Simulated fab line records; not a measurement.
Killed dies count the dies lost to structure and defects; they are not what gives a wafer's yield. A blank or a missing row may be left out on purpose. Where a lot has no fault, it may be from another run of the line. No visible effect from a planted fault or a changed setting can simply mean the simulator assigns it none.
Struck lot and sound lot, side by side || flow ritCmos || 20 steps out of a route of 202
Sound: the wafers L206.1, L206.4, L206.6. The struck wafers were L215.1, L215.2, L215.4. The cause is given at the end.
At each step with rows: each side's tool, then ch and its chambers, then its first start. Under that, the readings that differ: sound wafers || struck wafers || difference of the means || sigmas: that difference in standard deviations of wafers without a fault.
alike: a reading whose means differ by less than 2 such deviations, as well as words and numbers matching on both sides. not compared: withheld readings; readings where some wafer has no value; bounds like >300 that might hide an equal value; numbers whose values overlap and for which the record gives no deviation.
The two part at a step that has a row with sigmas, a row that says differs or no value, or rows on one side only. Numbers that have no deviation but don't overlap get no sigmas and don't part them. Lack of a reading on every wafer of one side parts them only where that side has two or more wafers.

first, 2 steps without rows for these wafers: RIT_NWELL_HARDBAKE_07 (time 120 s); RIT_NWELL_IMPLANT_08.
RIT_NWELL_STRIP_09: strips in O2, time 180 s.
  sound on plasmaAsher-02 ch 0,1, day 2 08:24; struck on plasmaAsher-03 ch 0,1, day 4 06:19
  alike: drypumpMotorCurrentA
  not compared: rfHoursCounterH
RIT_NWELL_TW_MEAS_10:
  sound: filmMetro-03 at day 2 08:34; struck: filmMetro-01 at day 4 06:29
{"reading": "NWELL_TW", "sound": "2119 2129 2107", "struck": "2162 2161 2154", "difference": "+41", "sigmas": "+2"}
then, 6 steps without rows for these wafers: RIT_PWELL_HMDS_00 (prime time 60 s); RIT_PWELL_COAT_01 (resist thk 1300 nm); RIT_PWELL_SOFTBAKE_02 (time 60 s); RIT_PWELL_EXPOSE_03 (exposes mask M3, target cd 43700 nm); RIT_PWELL_PEB_04; RIT_PWELL_DEVELOP_05 (develop time 68 s).
RIT_PWELL_OVL_MEAS_06:
  sound: overlay-01 at day 2 09:38; struck: overlay-01 at day 4 07:41
  alike: PWELL_OVL
then, 1 step without rows for these wafers: RIT_PWELL_HARDBAKE_07 (time 120 s).
RIT_PWELL_IMPLANT_08:
  sound on implanter-01 ch 0, day 2 09:55; struck on implanter-01 ch 0, day 4 07:59
{"reading": "doseIonsCm2", "sound": "7.004e+13 6.998e+13 6.996e+13", "struck": "7.706e+13 7.691e+13 7.687e+13", "difference": "+6.953e+12", "sigmas": "+98"}
{"reading": "faradayCurrentUA", "sound": "226 225 223", "struck": "240 244 247", "difference": "+19", "sigmas": "+4"}
  alike: beamOnS
RIT_PWELL_STRIP_09: strips in O2, time 180 s.
  sound on plasmaAsher-02 ch 0,1, day 2 10:04; struck on plasmaAsher-03 ch 0,1, day 4 08:08
  alike: drypumpMotorCurrentA
  not compared: rfHoursCounterH
RIT_PWELL_TW_MEAS_10:
  sound: filmMetro-04 at day 2 10:15; struck: filmMetro-04 at day 4 08:18
{"reading": "PWELL_TW", "sound": "947 951 950", "struck": "977 978 972", "difference": "+26", "sigmas": "+3"}
then, 1 step without rows for these wafers: RIT_WELLDRIVE_ANNEAL_00 (time 14700 s).
RIT_WELLDRIVE_RS_MEAS_01: the measuring method here is four-point-probe.
  sound: filmMetro-01 at day 2 15:23; struck: filmMetro-01 at day 4 13:27
  alike: NWELL_RS
RIT_WELLDRIVE_RS_MEAS_02: the measuring method here is four-point-probe.
  sound: filmMetro-01 at day 2 15:31; struck: filmMetro-01 at day 4 13:34
{"reading": "PWELL_RS (ohm/sq)", "sound": "429.9 430.9 429.9", "struck": "404.9 404.6 404.4", "difference": -25.6, "sigmas": -20}
then, 1 step without rows for these wafers: RIT_NRETRO_HMDS_00 (prime time 60 s).
RIT_M1_PROBE_99:
  sound: prober-01 at day 4 01:40; struck: prober-01 at day 5 19:41
{"reading": "killed_at_M0_to_M3", "sound": "0 1 0", "struck": "0 0 0", "difference": "+0", "sigmas": -3}
{"reading": "model.etest.nmos_0p3.rOnOhmUm", "sound": "2150 2171 2124", "struck": "2208 2188 2179", "difference": "+43", "sigmas": ""}
{"reading": "model.etest.pwellPinched.rsOhmSq", "sound": "453.5 448.9 450.8", "struck": "424.5 426.1 422.6", "difference": -26.7, "sigmas": ""}
{"reading": "model.etest.pwell.rsOhmSq", "sound": "412.7 410.9 411.1", "struck": "382.2 384.3 385.3", "difference": -27.6, "sigmas": ""}
{"reading": "model.etest.nmosTurned.driveUaUm", "sound": "336 331.4 339.2", "struck": "305.3 312.2 311.1", "difference": -26.0, "sigmas": ""}
{"reading": "model.etest.nmos_0p15.driveUaUm", "sound": "471.9 469.7 480.4", "struck": "465.7 466.4 461.9", "difference": -9.3, "sigmas": ""}
{"reading": "model.etest.nmosNarrow.driveUaUm", "sound": "229.3 226.2 230.4", "struck": "218.6 220.9 218", "difference": -9.5, "sigmas": ""}
{"reading": "model.etest.nmos_0p3.driveUaUm", "sound": "227 229 230.6", "struck": "216 219.2 217", "difference": -11, "sigmas": ""}
  alike: killedAtFrontEnd, killedDies, killedOpen, killedShort
  not compared: model.etest.wellEdgeLeft.lineOhmUm

WHERE THEY PART
Last at RIT_M1_PROBE_99 as far as this record goes, first at RIT_NWELL_TW_MEAS_10.

WHY: the cause the simulator had injected
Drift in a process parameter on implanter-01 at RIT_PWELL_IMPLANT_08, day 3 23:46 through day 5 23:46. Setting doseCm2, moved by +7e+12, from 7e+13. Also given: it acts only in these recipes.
